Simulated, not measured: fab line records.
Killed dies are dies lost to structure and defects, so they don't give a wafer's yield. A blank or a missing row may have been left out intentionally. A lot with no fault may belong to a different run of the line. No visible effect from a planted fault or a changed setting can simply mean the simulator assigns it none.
Split-lot experiment    flow berkeley cmos170    5 lots, 23 wafers read, on a route of 331 steps

SPLIT DETAILS
At UCB170_GATE_CVD_04 (deposits poly-Si from SiH4, time 1440 s, target thk 214 nm), the setting temp c was moved away from the recipe's 610 C on 15 of the 23 wafers read, by -2.9% to +2.9%. All remaining wafers had this setting at the recipe value.

FROM THE SPLIT TO THE READING: what the file shows between them, 6 steps
- UCB170_GATE_THK_MEAS_05
- UCB170_GATE_EXPOSE_09: exposes mask POLY, target cd 350 nm (also split here: dose mj)
- UCB170_GATE_PEB_10
- UCB170_GATE_DEVELOP_11: develop time 45 s
- UCB170_GATE_CD_MEAS_12: target cd 350 nm
- UCB170_GATE_ETCH_14: etches BARC in N2/H2

THE READING
oes product au, in a.u., at UCB170_GATE_ETCH_15 (etches poly-Si in HBr/Cl2, stops on SiO2, time 56.3 s, target depth 278.2 nm). On this fab line, fault-free wafers typically give 0.839 a.u. with a standard deviation of 0.0083 a.u.

wafer   tool, chamber at the split  temp c as run, C  against the recipe  oes product au, a.u.  against lot-mates on the recipe
L074.1  -, -                        627.9             +2.9%               1.023                 no lot-mate on the recipe
L074.2  -, -                        627.9             +2.9%               1.009                 no lot-mate on the recipe
L074.4  -, -                        627.9             +2.9%               0.984                 no lot-mate on the recipe
L074.5  -, -                        627.9             +2.9%               1.010                 no lot-mate on the recipe
L074.6  -, -                        627.9             +2.9%               1.015                 no lot-mate on the recipe
L075.2  -, -                        614.8             +0.8%               0.921                 no lot-mate on the recipe
L075.3  -, -                        614.8             +0.8%               0.905                 no lot-mate on the recipe
L075.4  -, -                        614.8             +0.8%               0.909                 no lot-mate on the recipe
L075.5  -, -                        614.8             +0.8%               0.893                 no lot-mate on the recipe
L075.6  -, -                        614.8             +0.8%               0.907                 no lot-mate on the recipe
L077.1  -, -                        592.3             -2.9%               0.638                 no lot-mate on the recipe
L077.2  -, -                        592.3             -2.9%               0.638                 no lot-mate on the recipe
L077.3  -, -                        592.3             -2.9%               0.660                 no lot-mate on the recipe
L077.4  -, -                        592.3             -2.9%               0.642                 no lot-mate on the recipe
L077.6  -, -                        592.3             -2.9%               0.643                 no lot-mate on the recipe
L079.2  lpcvd-02, 1                 610               recipe              0.825                 -
L079.3  lpcvd-02, 1                 610               recipe              0.855                 -
L079.5  lpcvd-02, 1                 610               recipe              0.837                 -
L084.1  -, -                        610               recipe              0.831                 -
L084.2  -, -                        610               recipe              0.847                 -
L084.3  -, -                        610               recipe              0.824                 -
L084.4  -, -                        610               recipe              0.833                 -
L084.5  -, -                        610               recipe              0.840                 -

FIT RESULTS
A straight line over all 23 wafers: oes product au changes by +0.0633 a.u. for each +1% of temp c; r = +0.99; the points scatter about the line by 0.017 a.u.
Too few moved wafers have a lot-mate on the recipe to fit a line with each lot's own level taken away.

THE WHOLE CHAIN: every reading that the file lists as answering this split, in the file's order
step                     what it does                                                                  reading                                                                         change (the file's fit)                   r (the file's)
UCB170_GATE_CVD_04       deposits poly-Si from SiH4, time 1440 s, target thk 214 nm                    poly-Si_of_GATE_CVD_04.thk nm (the simulator's own value, which no gauge read)  +31.3 nm for each +1% of the setting      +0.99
UCB170_GATE_THK_MEAS_05                                                                                GATE_POLY_THK                                                                   +31.3 for each +1% of the setting         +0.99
UCB170_GATE_ETCH_15      etches poly-Si in HBr/Cl2, stops on SiO2, time 56.3 s, target depth 278.2 nm  oes product au                                                                  +0.0633 a.u. for each +1% of the setting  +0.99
UCB170_GATE_ETCH_15      etches poly-Si in HBr/Cl2, stops on SiO2, time 56.3 s, target depth 278.2 nm  GATE.feature depth nm (the simulator's own value, which no gauge read)          +24.1 nm for each +1% of the setting      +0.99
UCB170_GATE_ETCH_15      etches poly-Si in HBr/Cl2, stops on SiO2, time 56.3 s, target depth 278.2 nm  etch.depth nm (the simulator's own value, which no gauge read)                  +24.4 nm for each +1% of the setting      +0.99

FILE'S OWN FIT
oes product au changes by +0.0633 a.u. for each +1% of temp c, r = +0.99.
